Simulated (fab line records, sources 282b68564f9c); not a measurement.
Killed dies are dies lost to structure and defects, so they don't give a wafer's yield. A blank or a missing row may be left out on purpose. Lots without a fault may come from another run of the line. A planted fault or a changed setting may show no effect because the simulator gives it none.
Problem report in the 8D (eight disciplines) form, filled by code | flow rit_cmos | the parts of the form that need people (team, actions taken, sign-off) are left out

1. THE PROBLEM
PRETRO_TW at RIT_PRETRO_TW_MEAS_10 reads a mean of 457.6 on 6 wafers of 2 lots; wafers without a fault read 478.5 with a standard deviation of 2.1. That is -10 standard deviations from the usual mean.
First seen on wafer L614.3, day 5 17:06, on film_metro-02. The record holds 42 wafers of 14 lots with a number at this step. Rule for "out", or "out of limits": more than 4 standard deviations from the usual mean. The other wafers with a number count as sound.

2. WHAT IT IS AND WHAT IT IS NOT
question                    | is                           | is not
which readings at this step | PRETRO_TW                    | -
which lots                  | L614, L616                   | L599, L602, L603, L606, L607, L608, L609, L610, L611, L618, L621, L622
which wafers of those lots  | all that have a number       | -
read on which gauges        | film_metro-02, film_metro-04 | film_metro-01
when                        | from day 5 17:06             | up to then (27 sound wafers); but 9 sound wafers of L618, L621, L622 came after

3. SUSPECTS, AND WHAT RULES EACH OUT
Counting: a tool at a process step up to the reading stays a suspect if it ran every lot that is out and no sound lot after the first of them.
- the gauge at RIT_PRETRO_TW_MEAS_10: ruled out. The wafers that are out were read on 2 gauges (film_metro-02, film_metro-04).
- implanter-03 at RIT_PRETRO_IMPLANT_08: kept. It ran every lot that is out, first L614 (day 5 16:49), and no sound lot after that; its last sound lot up to then is L611 (day 4 19:52). Its own readings are out on those wafers: beam_energy_keV.
Left after counting: implanter-03 at RIT_PRETRO_IMPLANT_08.

4. THE CAUSE (what the simulator had put in)
Process parameter drift: implanter-03, from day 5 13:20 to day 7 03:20, at RIT_PRETRO_IMPLANT_08. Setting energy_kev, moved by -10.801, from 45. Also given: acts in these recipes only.
Counting left only this tool.

5. THE CHAIN OF EFFECTS, in route order
Each row: a reading whose mean over the struck wafers that have a number lies more than 3 standard deviations from the usual. Only readings for which the record gives a usual standard deviation are gone through. hours: the time from each lot's start at the first step in this table that gives one to its start at this step, as a median over the lots. sigmas: the change in usual standard deviations.
hours | step                  | reading         | usual  | on struck wafers | change  | sigmas
0     | RIT_PRETRO_IMPLANT_08 | beam_energy_keV | 45.003 | 34.211           | -10.792 | -99 or more
0     | RIT_PRETRO_TW_MEAS_10 | PRETRO_TW       | 478.5  | 457.6            | -20.9   | -10
The process steps in it:
- RIT_PRETRO_IMPLANT_08

6. WHAT WOULD HAVE CAUGHT IT SOONER
In this record the first reading out of limits at a measuring or inspecting step was taken at day 5 17:06, 4 hours after the fault began at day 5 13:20.
The tool's own readings at RIT_PRETRO_IMPLANT_08 were out on every struck wafer that the step has a row for (beam_energy_keV): an alarm limit on them would have fired on the first of those.
Of the lots that are out (2), L616 began RIT_PRETRO_IMPLANT_08 on implanter-03 after day 5 17:06. A hold on the tool at that time would have spared it.
